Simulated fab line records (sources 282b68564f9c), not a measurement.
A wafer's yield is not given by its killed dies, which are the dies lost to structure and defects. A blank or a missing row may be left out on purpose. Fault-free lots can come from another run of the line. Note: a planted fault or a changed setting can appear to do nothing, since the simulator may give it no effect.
Code-filled problem report in 8D (eight disciplines) form :: flow rit cmos :: the parts of the form that need people (team, actions taken, sign-off) are left out

## 1. THE PROBLEM
Mean SPACER_NITRIDE_THK at RIT_SPACER_THK_MEAS_04: 324.2 nm over 6 wafers in 2 lots; fault-free wafers: 249.9 nm, standard deviation 2.4. Relative to the usual mean, that is a shift of +31 standard deviations.
Earliest sighting: wafer L379.3 on film metro-04 at day 4 12:49. The record holds 42 wafers of 14 lots with a number at this step. Rule for "out" (also "out of limits"): further than 4 standard deviations from the usual mean. Any other wafer with a number is counted as sound.

## 2. WHAT IT IS; WHAT IT IS NOT
question: which readings at this step
is: SPACER_NITRIDE_THK
is not: -

question: which lots
is: L379, L383
is not: L375, L376, L377, L378, L380, L381, L386, L389, L392, L395, L396, L397

question: which wafers of those lots
is: all that have a number
is not: -

question: read on which gauges
is: film metro-03, film metro-04
is not: film metro-02

question: when
is: from day 4 12:49
is not: up to then (12 sound wafers); but 24 sound wafers of L380, L381, L386, L389, L392, L395, L396, L397 came after

## 3. SUSPECTS, AND WHAT RULES EACH OUT
Counting: any tool at a process step up to the reading is kept as a suspect provided that every lot that is out went through it and no sound lot did after the first of them.
- ruled out: the gauge at RIT_SPACER_THK_MEAS_04. 2 gauges (film metro-03, film metro-04) read the wafers that are out.
- lpcvd-01 at RIT_SPACER_CVD_03 (deposits Si3N4 from SiH2Cl2/NH3, target thk 250 nm, time 3300 s): ruled out as a lasting fault. Sound lots L395, L397 ran on it after its first lot that is out, L379 (day 4 10:52).
Left after counting: nothing in the record.

## 4. THE CAUSE (what the simulator had put in)
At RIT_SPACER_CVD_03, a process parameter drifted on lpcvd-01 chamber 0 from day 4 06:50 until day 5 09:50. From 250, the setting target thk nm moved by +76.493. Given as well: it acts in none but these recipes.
Counting ruled it out, wrongly: the rule takes a fault to strike every lot that its tool runs from its start on, and this one did not.

## 5. THE CHAIN OF EFFECTS, in route order
Rows list readings where the struck wafers' mean (over those with a number) sits beyond 3 standard deviations from the usual. Readings are gone through only where the record gives a usual standard deviation; hours: the median, over the lots, of the time from a lot's start at the first step in this table giving one to that lot's start at this step; sigmas: the change measured in usual standard deviations.
hours: 0
step: RIT_SPACER_THK_MEAS_04
reading: SPACER_NITRIDE_THK
usual: 249.9 nm
on struck wafers: 324.2
change: +74.3
sigmas: +31

hours: 0
step: RIT_SPACER_ETCHBACK_05
reading: oes product au
usual: 0.851 a.u.
on struck wafers: 1.000
change: +0.149
sigmas: +14
The process steps in it:
- RIT_SPACER_ETCHBACK_05: etches Si3N4 in SF6/CHF3, stops on SiO2, target depth 250 nm, time 240 s.

## 6. HOW IT WOULD HAVE BEEN CAUGHT EARLIER
Counted from the fault's start at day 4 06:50, it took 6 hours until the first out-of-limits reading at a measuring or inspecting step in this record, taken at day 4 12:49.
An alarm limit of 4 standard deviations would not have fired on the tool readings at RIT_SPACER_CVD_03 for which the record gives a usual standard deviation, since none of them was out on any struck wafer.
